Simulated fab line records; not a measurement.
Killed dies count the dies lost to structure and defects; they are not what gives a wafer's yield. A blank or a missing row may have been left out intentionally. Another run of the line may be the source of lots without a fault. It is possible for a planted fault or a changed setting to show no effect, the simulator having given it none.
Which of the tools did it? :: flow berkeley cmos170 :: 7 lots with 21 wafers sampled at 3 steps, on a route of 331 steps

WHAT EACH GAUGE READ, for each wafer
UCB170_SDANNEAL_RS_MEAS_04: a four-point-probe measurement.
lot: L589
measured: day 8 17:06
on: film metro-02
PLDD_RS (ohm/sq): 1033.4 1034.1 1030.4

lot: L592
measured: day 9 11:23
on: film metro-04
PLDD_RS (ohm/sq): 1031.0 1030.6 1029.7

lot: L595
measured: day 9 20:40
on: film metro-03
PLDD_RS (ohm/sq): 1028.1 1029.6 1029.8

lot: L598
measured: day 10 09:55
on: film metro-02
PLDD_RS (ohm/sq): 1027.2 1029.3 1030.2

lot: L604
measured: day 11 22:21
on: film metro-03
PLDD_RS (ohm/sq): 1033.0 1035.6 1034.8

lot: L606
measured: day 12 03:05
on: film metro-04
PLDD_RS (ohm/sq): 1029.7 1033.3 1031.0

lot: L611
measured: day 13 10:42
on: film metro-03
PLDD_RS (ohm/sq): 1031.3 1032.9 1032.0

TOOL THAT RAN EACH LOT (tool first, then ch and the chambers of the sampled wafers, then the start)
lot: L589
UCB170_PFIELD_STRIP_08: plasma asher-04 ch 0,1, day 5 07:51
UCB170_PLDD_IMPLANT_08: implanter-02 ch 0, day 8 03:53

lot: L592
UCB170_PFIELD_STRIP_08: plasma asher-03 ch 0,1, day 5 20:56
UCB170_PLDD_IMPLANT_08: implanter-02 ch 0, day 8 18:30

lot: L595
UCB170_PFIELD_STRIP_08: plasma asher-04 ch 0,1, day 6 20:31
UCB170_PLDD_IMPLANT_08: implanter-04 ch 0, day 9 02:48

lot: L598
UCB170_PFIELD_STRIP_08: plasma asher-01 ch 0,1, day 7 06:17
UCB170_PLDD_IMPLANT_08: implanter-03 ch 0, day 9 19:46

lot: L604
UCB170_PFIELD_STRIP_08: plasma asher-01 ch 0,1, day 8 15:42
UCB170_PLDD_IMPLANT_08: implanter-02 ch 0, day 11 05:55

lot: L606
UCB170_PFIELD_STRIP_08: plasma asher-03 ch 0, day 9 02:30
UCB170_PLDD_IMPLANT_08: implanter-02 ch 0, day 11 15:44

lot: L611
UCB170_PFIELD_STRIP_08: plasma asher-01 ch 0,1, day 10 09:26
UCB170_PLDD_IMPLANT_08: implanter-04 ch 0, day 12 19:18
- UCB170_PFIELD_STRIP_08: strips in O2.
- UCB170_PLDD_IMPLANT_08

THE ANSWER, worked out from the rows above alone
Rule: what is usual is taken from the lots themselves. Put in order of their means at a reading, lots are off if they are a third of the lots or fewer, leave a main group of 4 or more, and stand apart from it by a gap of 3 or more times the standard deviation of the main group's means; of several such gaps the widest counts. If all means in a main group match to the digits the tables above print for the reading, that group is not used. A lot without any number at a reading at which 4 lots or more have one is off too. Where the step has rows for the other lots, those lots are counted as sound.
None of the lots is off at any reading shown; this tells nothing.

WHAT WAS PUT IN BY THE SIMULATOR
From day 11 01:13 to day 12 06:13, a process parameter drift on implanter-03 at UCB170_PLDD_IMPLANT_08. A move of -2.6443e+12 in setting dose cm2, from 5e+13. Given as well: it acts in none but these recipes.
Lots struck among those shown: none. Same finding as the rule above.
